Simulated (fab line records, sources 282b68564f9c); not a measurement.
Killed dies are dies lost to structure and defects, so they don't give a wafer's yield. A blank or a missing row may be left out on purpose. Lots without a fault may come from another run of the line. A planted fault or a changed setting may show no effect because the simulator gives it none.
Which tool did it? | flow rit_cmos | 14 lots, 42 wafers sampled, at 4 steps of a route of 202

WHAT THE GAUGES READ, wafer by wafer
RIT_FOX2_THK_MEAS_01.
lot  | measured    | on            | FOX2_OXIDE_THK (nm)
L293 | day 1 22:30 | film_metro-04 | 353 346 342
L294 | day 2 01:50 | film_metro-04 | 353 351 358
L295 | day 2 04:37 | film_metro-03 | 348 350 352
L299 | day 3 02:37 | film_metro-03 | 347 345 347
L300 | day 3 07:03 | film_metro-04 | 358 356 358
L302 | day 3 16:02 | film_metro-03 | 340 344 342
L303 | day 3 20:20 | film_metro-03 | 369 369 364
L304 | day 4 03:50 | film_metro-04 | 347 350 351
L305 | day 4 07:47 | film_metro-04 | 364 358 358
L309 | day 5 04:12 | film_metro-03 | 336 339 341
L311 | day 5 13:40 | film_metro-04 | 351 351 357
L314 | day 6 10:55 | film_metro-03 | 473 466 469
L315 | day 6 10:55 | film_metro-02 | 473 472 475
L316 | day 7 03:28 | film_metro-03 | 342 345 352

RIT_FOX2_THK_MEAS_90.
lot  | measured    | on            | FIELD_OXIDE_LEFT_1_THK (nm)
L293 | day 1 23:22 | film_metro-03 | 326 319 314
L294 | day 2 02:47 | film_metro-02 | 326 324 331
L295 | day 2 05:29 | film_metro-03 | 320 322 325
L299 | day 3 03:29 | film_metro-03 | 319 317 320
L300 | day 3 08:01 | film_metro-03 | 331 329 331
L302 | day 3 16:58 | film_metro-03 | 312 316 315
L303 | day 3 21:13 | film_metro-02 | 342 342 336
L304 | day 4 04:42 | film_metro-04 | 319 323 324
L305 | day 4 08:40 | film_metro-03 | 337 330 331
L309 | day 5 05:04 | film_metro-04 | 309 312 314
L311 | day 5 14:32 | film_metro-04 | 324 323 330
L314 | day 6 11:48 | film_metro-04 | 445 438 442
L315 | day 6 11:48 | film_metro-03 | 446 444 448
L316 | day 7 04:25 | film_metro-02 | 315 318 324

RIT_FOX2_THK_MEAS_91.
lot  | measured    | on            | FIELD_OXIDE_LEFT_2_THK (nm)
L293 | day 2 12:05 | film_metro-04 | 259 251 246
L294 | day 2 15:06 | film_metro-04 | 257 256 262
L295 | day 2 18:28 | film_metro-02 | 254 256 258
L299 | day 3 15:52 | film_metro-02 | 252 250 252
L300 | day 3 20:52 | film_metro-03 | 263 261 263
L302 | day 4 05:11 | film_metro-03 | 245 249 247
L303 | day 4 10:28 | film_metro-04 | 275 275 270
L304 | day 4 17:34 | film_metro-03 | 251 255 256
L305 | day 4 22:31 | film_metro-03 | 269 264 264
L309 | day 5 17:49 | film_metro-03 | 241 244 246
L311 | day 6 03:49 | film_metro-03 | 256 255 261
L314 | day 7 04:05 | film_metro-03 | 378 371 375
L315 | day 7 04:28 | film_metro-04 | 378 376 379
L316 | day 7 22:11 | film_metro-02 | 247 250 256

WHICH TOOL RAN EACH LOT (tool, then ch and the chambers of the sampled wafers, then the start)
lot  | RIT_FOX2_OXIDATION_00
L293 | furnace-03 ch 0, day 1 21:09
L294 | furnace-04 ch 0, day 2 00:31
L295 | furnace-01 ch 0, day 2 03:17
L299 | furnace-03 ch 0, day 3 01:16
L300 | furnace-04 ch 0, day 3 05:44
L302 | furnace-03 ch 0, day 3 14:41
L303 | furnace-04 ch 0, day 3 19:01
L304 | furnace-03 ch 0, day 4 02:30
L305 | furnace-01 ch 0, day 4 06:27
L309 | furnace-03 ch 0, day 5 02:52
L311 | furnace-04 ch 0, day 5 12:20
L314 | furnace-03 ch 0, day 6 09:37
L315 | furnace-03 ch 0, day 6 09:37
L316 | furnace-04 ch 0, day 7 02:08
- RIT_FOX2_OXIDATION_00: target thk 350.7 nm, ox time 1130 s.

WHAT THE TOOLS THEMSELVES READ (means of the sampled wafers that have a number; where no wafer has one, the mark that the record gives instead)
RIT_FOX2_OXIDATION_00.
lot  | tool       | spike_tc_centre_C (C) | spike_tc_load_C (C) | spike_tc_source_C (C) | tube_center_temp_C (C) | tube_center_temp_C_max | zone_power_centre_pct (%)
L293 | furnace-03 | 1103.3                | 1125.6              | 1126.2                | 1100                   | 1102.8                 | 63
L294 | furnace-04 | 1102.3                | 1129.7              | 1131.9                | 1100                   | 1103.0                 | 52
L295 | furnace-01 | 1101.0                | 1124.3              | 1127.0                | 1100                   | 1103.2                 | 68
L299 | furnace-03 | 1104.7                | 1126.1              | 1126.0                | 1100                   | 1103.0                 | 64
L300 | furnace-04 | 1102.4                | 1129.4              | 1131.2                | 1100                   | 1102.8                 | 52
L302 | furnace-03 | 1105.3                | 1125.8              | 1127.0                | 1100                   | 1102.7                 | 64
L303 | furnace-04 | 1102.6                | 1130.6              | 1130.2                | 1100                   | 1102.4                 | 51
L304 | furnace-03 | 1103.6                | 1125.1              | 1126.1                | 1100                   | 1102.5                 | 63
L305 | furnace-01 | 1101.4                | 1125.0              | 1125.5                | 1100                   | 1102.8                 | 69
L309 | furnace-03 | 1103.2                | 1124.4              | 1127.5                | 1100                   | 1102.4                 | 64
L311 | furnace-04 | 1102.7                | 1130.6              | 1130.5                | 1100                   | 1103.0                 | 51
L314 | furnace-03 | 1183.2                | 1204.3              | 1205.1                | 1179                   | 1182.1                 | 69
L315 | furnace-03 | 1181.9                | 1206.7              | 1206.6                | 1179                   | 1181.5                 | 69
L316 | furnace-04 | 1102.9                | 1130.4              | 1130.6                | 1100                   | 1102.5                 | 52

THE ANSWER, worked out from the rows above alone
Rule: what is usual is taken from the lots themselves. Put in order of their means at a reading, lots are off if they are a third of the lots or fewer, leave a main group of 4 or more, and stand apart from it by a gap of 3 or more times the standard deviation of the main group's means; of several such gaps the widest counts. A main group whose means are all the same, to the digits that the tables above print for the reading, isn't used. A lot without any number at a reading at which 4 lots or more have one is off too. The other lots that the step has rows for count as sound. The gauges are gone through in route order, then the tools' own readings, and for those a lot's mean is taken as printed above. The first step at which some lot is off is used, and at that step the reading that is off furthest; a lot without a number counts as furthest.
Off: L314, L315, at RIT_FOX2_THK_MEAS_01 (FOX2_OXIDE_THK). The main group: mean 351 nm, standard deviation 7.6.
A tool fits if, at a process step before that reading, it ran every lot that is off, and no sound lot after the first of them. The gauges at RIT_FOX2_THK_MEAS_01 aren't tried: what is off there is off at RIT_FOX2_OXIDATION_00 too, on other tools, and a gauge's error can't cause that. One fits: furnace-03 at RIT_FOX2_OXIDATION_00. Its last sound lot is L309 (day 5 02:52), its first lot that is off L314 (day 6 09:37): a fault that began between those two fits.
The tool's own readings at RIT_FOX2_OXIDATION_00 bear it out: on the lots that are off they differ by more than 5 times the standard deviation of the sound lots' means. spike_tc_centre_C reads 1182.6 C there against 1103.0 C on the sound lots; spike_tc_load_C reads 1205.5 C there against 1127.2 C on the sound lots; spike_tc_source_C reads 1205.8 C there against 1128.3 C on the sound lots; tube_center_temp_C reads 1179 C there against 1100 C on the sound lots; tube_center_temp_C_max reads 1181.8 there against 1102.8 on the sound lots.

WHAT THE SIMULATOR HAD PUT IN
Process parameter drift: furnace-03, from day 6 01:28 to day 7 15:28, at RIT_FOX2_OXIDATION_00. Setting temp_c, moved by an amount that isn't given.
Lots struck among those shown: L314, L315. The rule above found the same.
